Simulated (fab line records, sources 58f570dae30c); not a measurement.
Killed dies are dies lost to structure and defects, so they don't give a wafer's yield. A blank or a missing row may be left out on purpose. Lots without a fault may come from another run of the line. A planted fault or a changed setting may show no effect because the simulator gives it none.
Chamber matching | flow berkeley_cmos170 | UCB170_NWELL_ETCH_13 on rie_diel-04: 4 sister chambers
The step etches Si3N4 in CH3F/Ar/O2, stops on SiO2, target depth 246.4 nm, time 154 s. 8 wafers are shown with their chamber, then 9 later ones without.

WAFERS WITH THEIR CHAMBER
wafer  | chamber | throttle_valve_pct (%) | drypump_motor_current_A (A)
L077.5 | 1       | 7.84                   | 4.8
L079.2 | 1       | 7.83                   | 4.8
L086.5 | 0       | 8.10                   | 5.3
L086.6 | 3       | 8.14                   | 5.3
L089.3 | 0       | 8.11                   | 5.3
L090.2 | 3       | 8.12                   | 5.4
L090.4 | 2       | 8.23                   | 5.3
L090.5 | 2       | 8.21                   | 5.3

WAFERS WITHOUT THEIR CHAMBER
wafer  | throttle_valve_pct (%) | drypump_motor_current_A (A)
L093.2 | 8.10                   | 5.3
L093.3 | 8.15                   | 5.4
L093.4 | 7.84                   | 4.8
L094.1 | 8.08                   | 5.3
L094.2 | 8.23                   | 5.4
L094.5 | 8.21                   | 5.3
L096.3 | 8.21                   | 5.3
L096.4 | 8.10                   | 5.3
L096.5 | 8.21                   | 5.3

WHICH CHAMBER EACH WENT THROUGH
wafer  | from the rows above | in truth
L093.2 | 0                   | 0
L093.3 | 3                   | 3
L093.4 | 1                   | 1
L094.1 | 0                   | 0
L094.2 | 2                   | 2
L094.5 | 2                   | 2
L096.3 | 2                   | 2
L096.4 | 0                   | 0
L096.5 | 2                   | 2
Placed correctly: 9 of 9. Can't be placed from these rows: 0. Placed wrongly: 0.
How it was worked out, from the rows above alone: a wafer's distance from a chamber is the root of the sum, over the readings, of the square of ((its reading less the chamber's mean) divided by the reading's scatter). The wafer belongs to the nearest chamber; if the next one is less than 2 further off, it can't be placed. A chamber's mean is the mean of its shown wafers. The scatter: the root of (the sum of the squares of (reading less its chamber's mean) over the shown wafers, divided by (wafers less chambers)).
